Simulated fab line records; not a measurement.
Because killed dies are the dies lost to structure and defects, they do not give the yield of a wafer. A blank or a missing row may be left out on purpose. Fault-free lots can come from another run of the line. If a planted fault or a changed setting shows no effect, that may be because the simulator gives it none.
Which tool did it? :: flow berkeleyCmos170 :: 21 wafers from 7 lots sampled at 2 of the route's 331 steps

WHAT EACH GAUGE READ, for each wafer
UCB170_NWELL_TW_MEAS_16.
lot: L956
measured: day 2 19:01
on: filmMetro-02
NWELL_TW: 1246 1244 1241

lot: L959
measured: day 3 06:32
on: filmMetro-04
NWELL_TW: 1247 1243 1241

lot: L961
measured: day 3 11:31
on: filmMetro-03
NWELL_TW: 1210 1211 1217 1209 1205 1218

lot: L963
measured: day 3 22:48
on: filmMetro-03
NWELL_TW: 1215 1217 1212 1212 1205 1211

lot: L971
measured: day 5 19:59
on: filmMetro-04
NWELL_TW: 1243 1238 1239

lot: L974
measured: day 6 01:40
on: filmMetro-04
NWELL_TW: 1248 1233 1241

lot: L977
measured: day 6 19:36
on: filmMetro-02
NWELL_TW: 1252 1249 1249

WHICH TOOL RAN EACH LOT (tool, then ch and the chambers of the sampled wafers, then the start)
lot: L956
UCB170_NWELL_IMPLANT_14: implanter-04 ch 0, day 2 18:45

lot: L959
UCB170_NWELL_IMPLANT_14: implanter-01 ch 0, day 3 06:18

lot: L961
UCB170_NWELL_IMPLANT_14: implanter-01 ch 0, day 3 11:18

lot: L963
UCB170_NWELL_IMPLANT_14: implanter-01 ch 0, day 3 22:34

lot: L971
UCB170_NWELL_IMPLANT_14: implanter-02 ch 0, day 5 19:46

lot: L974
UCB170_NWELL_IMPLANT_14: implanter-04 ch 0, day 6 01:25

lot: L977
UCB170_NWELL_IMPLANT_14: implanter-02 ch 0, day 6 19:21
- UCB170_NWELL_IMPLANT_14

THE ANSWER, worked out from the rows above alone
Rule: usual is defined by the lots themselves. The widest of any qualifying gaps counts: lots, ordered by their means at a reading, are off when they make up no more than a third of the lots, leave a main group of 4 or more, and stand apart from it by 3 or more times the standard deviation of that group's means. Not used: any main group whose means are identical at the precision the tables above print for the reading. Also off: a lot with no number at a reading for which 4 or more lots have one. Where the step has rows for the other lots, those lots are counted as sound.
Off: L961, L963, seen at UCB170_NWELL_TW_MEAS_16 (NWELL_TW). Main group: mean 1244, sd 3.5.
A tool fits if, at a process step before that reading, it ran every lot that is off, and no sound lot after the first of them. Gauges at UCB170_NWELL_TW_MEAS_16: tried the same way as those tools. Undecided on this evidence; 2 tools fit (implanter-01 at UCB170_NWELL_IMPLANT_14, filmMetro-03 at UCB170_NWELL_TW_MEAS_16).

WHAT THE SIMULATOR HAD PUT IN
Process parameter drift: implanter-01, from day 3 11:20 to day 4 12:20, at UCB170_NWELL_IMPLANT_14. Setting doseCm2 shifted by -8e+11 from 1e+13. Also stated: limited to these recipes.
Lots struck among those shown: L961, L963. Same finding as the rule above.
